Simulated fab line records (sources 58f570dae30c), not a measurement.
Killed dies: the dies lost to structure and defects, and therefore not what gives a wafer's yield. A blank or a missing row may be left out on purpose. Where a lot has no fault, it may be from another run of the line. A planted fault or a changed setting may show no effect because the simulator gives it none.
Problem report, 8D (eight disciplines) form, completed by code || flow berkeley_cmos170 || the parts of the form that need people (team, actions taken, sign-off) are left out

== 1. PROBLEM STATEMENT ==
Wafers free of any fault read 1236 (standard deviation 8.2) for NWELL_TW at UCB170_NWELL_TW_MEAS_16, against a mean of 1341 on 6 wafers of 2 lots. Measured from the usual mean, that is +13 standard deviations.
The first sign was on wafer L908.2 at day 5 10:18, on film_metro-03. At this step, 42 wafers from 14 lots have a number in the record. By rule, "out" or "out of limits" means more than 4 standard deviations away from the usual mean. The other wafers with a number count as sound.

== 2. WHAT IT IS, AND WHAT IT ISN'T ==
{"question": "which readings at this step", "is": "NWELL_TW", "is not": "-"}
{"question": "which lots", "is": "L908, L912", "is not": "L894, L895, L897, L898, L900, L901, L902, L905, L906, L910, L915, L916"}
{"question": "which wafers of those lots", "is": "all that have a number", "is not": "-"}
{"question": "read on which gauges", "is": "film_metro-01, film_metro-03", "is not": "film_metro-04"}
{"question": "when", "is": "from day 5 10:18", "is not": "up to then (27 sound wafers); but 9 sound wafers of L910, L915, L916 came after"}

== 3. WHAT RULES OUT EACH SUSPECT ==
Counting: a tool at any process step up to the reading remains a suspect when it ran all the lots that are out and ran no sound lot after the first of those.
- the gauge at UCB170_NWELL_TW_MEAS_16 has been ruled out. The wafers that are out were read on 2 gauges (film_metro-01, film_metro-03).
- implanter-02 at UCB170_NWELL_IMPLANT_14: kept. Every lot that is out went through it, starting with L908 (day 5 10:04), and after that it ran no sound lot; the last sound lot it ran before then is L906 (day 5 02:48). Out on those wafers are its own readings of dose_ions_cm2, faraday_current_uA.
The count leaves implanter-02 at UCB170_NWELL_IMPLANT_14.

== 4. THE CAUSE (what the simulator had put in) ==
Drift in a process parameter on implanter-02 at UCB170_NWELL_IMPLANT_14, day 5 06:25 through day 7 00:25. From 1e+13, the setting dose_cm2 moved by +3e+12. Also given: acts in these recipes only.
Only this tool survived the counting.

== 5. SEQUENCE OF EFFECTS, ordered by route ==
Rows list readings where the struck wafers' mean (over those with a number) sits beyond 3 standard deviations from the usual. Readings are gone through only where the record gives a usual standard deviation; hours: the median, over the lots, of the time from a lot's start at the first step in this table giving one to that lot's start at this step; sigmas: the change measured in usual standard deviations.
{"hours": 0, "step": "UCB170_NWELL_IMPLANT_14", "reading": "dose_ions_cm2", "usual": 1e+13, "on struck wafers": 1e+13, "change": "+3e+12", "sigmas": "+99 or more"}
{"hours": 0, "step": "UCB170_NWELL_IMPLANT_14", "reading": "faraday_current_uA", "usual": 31.7, "on struck wafers": 41.2, "change": "+9.5", "sigmas": "+15"}
{"hours": 0, "step": "UCB170_NWELL_TW_MEAS_16", "reading": "NWELL_TW", "usual": 1236, "on struck wafers": 1341, "change": "+105", "sigmas": "+13"}
Process steps it contains:
- UCB170_NWELL_IMPLANT_14
At these later measuring or inspecting steps, every struck wafer for which the step has a row has a number for every such reading, and none has moved that far: UCB170_FIELD_THK_MEAS_02, UCB170_PLDD_TW_MEAS_11, UCB170_NSD_CD_MEAS_06.

== 6. HOW IT WOULD HAVE BEEN CAUGHT EARLIER ==
Counted from the fault's start at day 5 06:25, it took 4 hours until the first out-of-limits reading at a measuring or inspecting step in this record, taken at day 5 10:18.
At UCB170_NWELL_IMPLANT_14, the tool's own readings (dose_ions_cm2, faraday_current_uA) were out on each struck wafer the step has a row for, so an alarm limit on them would have fired on the first such wafer.
Among the 2 lots that are out, L912 began UCB170_NWELL_IMPLANT_14 on implanter-02 after day 5 10:18. Had the tool been put on hold then, it would have been spared.
